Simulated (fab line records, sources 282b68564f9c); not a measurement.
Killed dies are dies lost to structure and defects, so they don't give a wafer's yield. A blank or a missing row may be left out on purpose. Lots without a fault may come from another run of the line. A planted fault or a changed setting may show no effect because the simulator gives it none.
Which tool did it? | flow rit_cmos | 7 lots, 21 wafers sampled, at 1 step of a route of 202

WHAT THE GAUGES READ, wafer by wafer
RIT_NRETRO_OVL_MEAS_06.
lot  | measured    | on         | NRETRO_OVL (nm)
L298 | day 2 15:10 | overlay-02 | -0.5 1.4 1.2
L301 | day 3 06:30 | overlay-02 | -0.9 -0.3 0.8
L303 | day 3 17:16 | overlay-02 | -0.8 1.6 1.0
L305 | day 4 05:53 | overlay-02 | 2.6 2.7 1.4
L313 | day 5 19:05 | overlay-02 | -1.0 0.5 -0.5
L316 | day 6 09:13 | overlay-01 | -0.7 0.6 -1.1
L318 | day 6 19:37 | overlay-01 | -0.4 1.8 1.5

WHICH TOOL RAN EACH LOT (tool, then ch and the chambers of the sampled wafers, then the start)
The record holds no process step before these readings.

THE ANSWER, worked out from the rows above alone
Rule: what is usual is taken from the lots themselves. Put in order of their means at a reading, lots are off if they are a third of the lots or fewer, leave a main group of 4 or more, and stand apart from it by a gap of 3 or more times the standard deviation of the main group's means; of several such gaps the widest counts. A main group whose means are all the same, to the digits that the tables above print for the reading, isn't used. A lot without any number at a reading at which 4 lots or more have one is off too. The other lots that the step has rows for count as sound.
No lot is off at any reading shown: from this, nothing can be told.

WHAT THE SIMULATOR HAD PUT IN
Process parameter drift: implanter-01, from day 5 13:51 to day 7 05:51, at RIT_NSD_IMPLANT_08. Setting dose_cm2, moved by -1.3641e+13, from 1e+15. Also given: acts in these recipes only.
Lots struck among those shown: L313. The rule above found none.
